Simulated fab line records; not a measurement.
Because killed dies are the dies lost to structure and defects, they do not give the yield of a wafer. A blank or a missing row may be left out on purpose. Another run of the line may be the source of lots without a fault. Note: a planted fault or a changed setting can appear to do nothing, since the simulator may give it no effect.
Which tool was responsible? | flow berkeley-cmos170 | 14 lots with 42 wafers sampled at 4 steps, on a route of 331 steps

WHAT EACH GAUGE READ, for each wafer
UCB170_V2_THK_MEAS_01.
lot  | measured     | on            | V2_TEOS_THK (nm)
L219 | day 7 19:01  | film-metro-03 | 1971 1994 1997
L220 | day 8 07:29  | film-metro-03 | 1976 1980 2009
L222 | day 8 15:13  | film-metro-04 | 1984 2035 2021
L223 | day 8 23:46  | film-metro-04 | 2039 1995 2023
L224 | day 9 15:59  | film-metro-03 | 1997 1998 1998
L225 | day 9 16:11  | film-metro-04 | 1941 1998 2019
L227 | day 9 16:26  | film-metro-04 | 1949 1980 2005
L228 | day 9 16:43  | film-metro-03 | 1987 1978 2008
L230 | day 10 11:43 | film-metro-02 | 2002 2030 2003
L232 | day 10 11:40 | film-metro-03 | 1975 2010 2037
L236 | day 11 04:59 | film-metro-02 | 1981 1998 2010
L238 | day 12 00:13 | film-metro-02 | 1979 1987 1995
L237 | day 12 00:20 | film-metro-03 | 1932 1936 1963
L239 | day 11 23:51 | film-metro-03 | 2003 1991 2003

TOOL THAT RAN EACH LOT (tool first, then ch and the chambers of the sampled wafers, then the start)
lot  | UCB170_NSD_STRIP_09                  | UCB170_SDANNEAL_RTA_00           | UCB170_SILICIDE_SPUTTER_01
L219 | plasma-asher-02 ch 0, day 6 23:14    | rtp-anneal-01 ch 0, day 7 01:35  | pvd-sputter-02, day 7 02:15
L220 | plasma-asher-03 ch 0,1, day 7 10:42  | rtp-anneal-02 ch 0, day 7 12:26  | pvd-sputter-01, day 7 13:06
L222 | plasma-asher-04 ch 0,1, day 7 20:35  | rtp-anneal-02 ch 0, day 7 21:59  | pvd-sputter-01, day 7 22:38
L223 | plasma-asher-03 ch 0,1, day 8 03:32  | rtp-anneal-01 ch 0, day 8 04:48  | pvd-sputter-02, day 8 05:28
L224 | plasma-asher-04 ch 0,1, day 8 13:34  | rtp-anneal-01 ch 0, day 8 16:41  | pvd-sputter-01, day 8 17:22
L225 | plasma-asher-02 ch 0,1, day 8 14:12  | rtp-anneal-02 ch 0, day 8 16:42  | pvd-sputter-03, day 8 17:22
L227 | plasma-asher-02 ch 0,1, day 8 17:44  | rtp-anneal-01 ch 0, day 8 18:49  | pvd-sputter-03, day 8 19:29
L228 | plasma-asher-03 ch 1, day 8 18:01    | rtp-anneal-02 ch 0, day 8 19:14  | pvd-sputter-01, day 8 19:55
L230 | plasma-asher-04 ch 0,1, day 9 10:01  | rtp-anneal-01 ch 0, day 9 14:20  | pvd-sputter-01, day 9 15:00
L232 | plasma-asher-02 ch 0,1, day 9 15:32  | rtp-anneal-01 ch 0, day 9 16:59  | pvd-sputter-02, day 9 17:39
L236 | plasma-asher-02 ch 0,1, day 10 08:35 | rtp-anneal-01 ch 0, day 10 10:07 | pvd-sputter-03, day 10 10:47
L238 | plasma-asher-04 ch 0,1, day 11 03:32 | rtp-anneal-01 ch 0, day 11 04:51 | pvd-sputter-01, day 11 05:32
L237 | plasma-asher-02 ch 0,1, day 11 03:58 | rtp-anneal-02 ch 0, day 11 05:19 | pvd-sputter-01, day 11 05:59
L239 | plasma-asher-04 ch 0,1, day 11 04:20 | rtp-anneal-01 ch 0, day 11 05:25 | pvd-sputter-03, day 11 06:05
- UCB170_NSD_STRIP_09: strips in O2.
- UCB170_SDANNEAL_RTA_00: time 10 s.
- UCB170_SILICIDE_SPUTTER_01: material Ti, target thk 30 nm, time 26.11 s.

AS READ BY THE TOOLS THEMSELVES (means over the sampled wafers that have a number; for cases with no such wafer, the mark the record gives instead)
UCB170_NSD_STRIP_09.
lot  | tool            | drypump-motor-current-A (A) | oes-product-au (a.u.) | strip-time-to-endpoint-s (s)
L219 | plasma-asher-02 | 6.1                         | 0.536                 | 36.06
L220 | plasma-asher-03 | 6.1                         | 0.536                 | 36.15
L222 | plasma-asher-04 | 5.4                         | 0.535                 | 36.18
L223 | plasma-asher-03 | 6.2                         | 0.533                 | 36.09
L224 | plasma-asher-04 | 5.3                         | 0.534                 | 36.02
L225 | plasma-asher-02 | 6.0                         | 0.535                 | 36.12
L227 | plasma-asher-02 | 6.0                         | 0.535                 | 36.07
L228 | plasma-asher-03 | 6.0                         | 0.535                 | 36.10
L230 | plasma-asher-04 | 5.4                         | 0.538                 | 36.12
L232 | plasma-asher-02 | 5.9                         | 0.536                 | 36.06
L236 | plasma-asher-02 | 6.0                         | 0.534                 | 36.14
L238 | plasma-asher-04 | 5.4                         | 0.539                 | 36.00
L237 | plasma-asher-02 | 5.9                         | 0.531                 | 36.12
L239 | plasma-asher-04 | 5.4                         | 0.539                 | 36.01

UCB170_SDANNEAL_RTA_00.
lot  | tool          | lamp-power-pct (%) | wafer_temp_C_max
L219 | rtp-anneal-01 | 25.4               | 903.1
L220 | rtp-anneal-02 | 31.3               | 905.2
L222 | rtp-anneal-02 | 31.3               | 905.9
L223 | rtp-anneal-01 | 25.4               | 903.0
L224 | rtp-anneal-01 | 25.4               | 904.8
L225 | rtp-anneal-02 | 31.3               | 905.6
L227 | rtp-anneal-01 | 25.4               | 903.8
L228 | rtp-anneal-02 | 31.3               | 905.0
L230 | rtp-anneal-01 | 25.4               | 903.8
L232 | rtp-anneal-01 | 25.4               | 903.3
L236 | rtp-anneal-01 | 25.4               | 903.7
L238 | rtp-anneal-01 | 25.4               | 903.7
L237 | rtp-anneal-02 | 31.3               | 905.9
L239 | rtp-anneal-01 | 25.4               | 903.9

UCB170_SILICIDE_SPUTTER_01.
lot  | tool           | chamber-pressure-pa (Pa) | throttle-valve-pct (%)
L219 | pvd-sputter-02 | 0.4998                   | 30.2
L220 | pvd-sputter-01 | 0.4996                   | 31.2
L222 | pvd-sputter-01 | 0.4998                   | 30.4
L223 | pvd-sputter-02 | 0.5017                   | 30.9
L224 | pvd-sputter-01 | 0.4998                   | 30.2
L225 | pvd-sputter-03 | 0.4992                   | 30.1
L227 | pvd-sputter-03 | 0.5000                   | 29.9
L228 | pvd-sputter-01 | 0.5003                   | 30.4
L230 | pvd-sputter-01 | 0.5004                   | 29.6
L232 | pvd-sputter-02 | 0.4996                   | 30.3
L236 | pvd-sputter-03 | 0.5010                   | 30.7
L238 | pvd-sputter-01 | 0.4992                   | 30.7
L237 | pvd-sputter-01 | 0.5002                   | 29.6
L239 | pvd-sputter-03 | 0.5003                   | 30.4

THE ANSWER, worked out from the rows above alone
Rule: what is usual is taken from the lots themselves. The widest of any qualifying gaps counts: lots, ordered by their means at a reading, are off when they make up no more than a third of the lots, leave a main group of 4 or more, and stand apart from it by 3 or more times the standard deviation of that group's means. Not used: any main group whose means are identical at the precision the tables above print for the reading. A lot without any number at a reading at which 4 lots or more have one is off too. Any other lot the step has rows for is counted as sound. The gauges are gone through in route order, then the tools' own readings, and for those a lot's mean is taken as printed above. At the first step where some lot is off, the reading lying furthest off is the one used; lots without a number count as furthest.
Nothing can be told from this: no lot is off at any reading shown.

WHAT WAS PUT IN BY THE SIMULATOR
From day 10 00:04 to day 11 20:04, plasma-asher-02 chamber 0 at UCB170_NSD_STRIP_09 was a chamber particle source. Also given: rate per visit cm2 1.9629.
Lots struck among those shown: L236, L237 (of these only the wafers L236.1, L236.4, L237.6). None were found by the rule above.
